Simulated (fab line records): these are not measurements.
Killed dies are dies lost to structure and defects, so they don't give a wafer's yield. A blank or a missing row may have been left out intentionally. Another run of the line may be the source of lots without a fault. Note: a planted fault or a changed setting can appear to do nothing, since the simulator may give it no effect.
A lot that was struck, set against a sound lot ; flow rit_cmos ; 15 out of 202 route steps
Sound: the wafers L342.3, L342.4, L342.5. Struck: wafers L343.2, L343.3, L343.6. At the end, the cause is stated.
Each step with rows lists, per side, the tool, then ch with its chambers, then its first start. Under that, the readings that differ: sound wafers ; struck wafers ; difference of the means ; sigmas: that difference in standard deviations of wafers without a fault.
alike: same words and numbers on both sides, and readings whose means sit less than 2 such deviations apart. not compared: any withheld reading, any reading some wafer has no value for, any bound like >300 that may hide the same value, and any number with overlapping values for which the record gives no deviation.
Wherever a step has rows on one side only, a row that says differs or no value, or a row with sigmas, the two part there. Non-overlapping numbers with no deviation appear without sigmas and do not part them. A reading that every wafer of one side lacks parts them only if that side has two wafers or more.

RIT_CONTACT_CVD_00: deposits SiO2 from TEOS, target thk 400 nm, time 61 s.
  sound on pecvd-01 ch 0,1,2, day 5 12:43; struck on pecvd-02 ch 1,2, day 5 20:14
  alike: heater_power_w
RIT_CONTACT_THK_MEAS_01:
  sound on film_metro-04, day 5 12:47; struck on film_metro-03, day 5 20:18
  alike: CONTACT_TEOS_THK
then, 6 steps without rows for these wafers: RIT_CONTACT_HMDS_02 (prime time 60 s); RIT_CONTACT_COAT_03 (resist thk 1000 nm); RIT_CONTACT_SOFTBAKE_04 (time 60 s); RIT_CONTACT_EXPOSE_05 (exposes mask M11, target cd 1000 nm); RIT_CONTACT_PEB_06; RIT_CONTACT_DEVELOP_07 (develop time 120 s).
RIT_CONTACT_CD_MEAS_08 targets a cd of 1000 nm.
  sound on cd_sem-01, day 5 13:50; struck on cd_sem-02, day 5 21:28
reading;sound;struck;difference;sigmas
cd_nm (nm);1000.9 1004.0 1001.3;997.4 997.5 995.2;-5.4;-3
RIT_CONTACT_OVL_MEAS_09:
  sound on overlay-01, day 5 13:56; struck on overlay-01, day 5 21:34
reading;sound;struck;difference;sigmas
CONTACT_OVL (nm);-1.3 -0.9 -1.3;3.6 2.7 2.4;+4.1;+3
then, 1 step without rows for these wafers: RIT_CONTACT_HARDBAKE_10 (time 60 s).
RIT_CONTACT_ETCH_11: etches SiO2 in CHF3/CF4/Ar, stops on TiSi2, target depth 480 nm, time 320 s.
  sound on rie_diel-01 ch 0,1,3, day 5 14:06; struck on rie_diel-04 ch 0,1,3, day 5 21:44
  alike: drypump_motor_current_A, oes_product_au, throttle_valve_pct
  not compared: rf_hours_counter_h
RIT_CONTACT_STRIP_12: strips in O2, time 180 s.
  sound on plasma_asher-04 ch 0,1, day 5 14:21; struck on plasma_asher-02 ch 0,1, day 5 21:56
  no value came back on the struck wafers for chamber_pressure_mTorr (mTorr), drypump_motor_current_A (A), o2_flow_sccm (sccm); on the sound wafers chamber_pressure_mTorr (mTorr) reads 4001 4001 4003
reading;sound;struck;difference;sigmas
model.NOVOLAK_of_CONTACT_COAT_03.thk_nm (nm);0 0 0;769.5 771.5 769.2;+770.1;
  not compared: rf_hours_counter_h
RIT_CONTACT_CD_MEAS_90 targets a cd of 1000 nm.
  sound on cd_sem-01, day 5 14:31; struck on cd_sem-01, day 5 22:08
reading;sound;struck;difference;sigmas
cd_nm (nm);1000.8 1004.2 1001.6;997.0 997.1 994.5;-6.0;-3
RIT_M1_PROBE_99:
  sound on prober-02, day 5 19:05; struck on prober-01, day 6 02:46
reading;sound;struck;difference;sigmas
killed_at_M0_to_M3;0 0 0;264 253 260;+259;+99 or more
killed_dies;7 10 7;264 264 264;+256;+83
killed_on_rim;2 3 1;70 70 70;+68;+49
  alike: killed_at_contacts, killed_at_front_end, killed_open, killed_short

== WHERE THEY PART ==
Earliest at RIT_CONTACT_CD_MEAS_08; latest, in this record, at RIT_M1_PROBE_99.

WHY: whatever the simulator had introduced
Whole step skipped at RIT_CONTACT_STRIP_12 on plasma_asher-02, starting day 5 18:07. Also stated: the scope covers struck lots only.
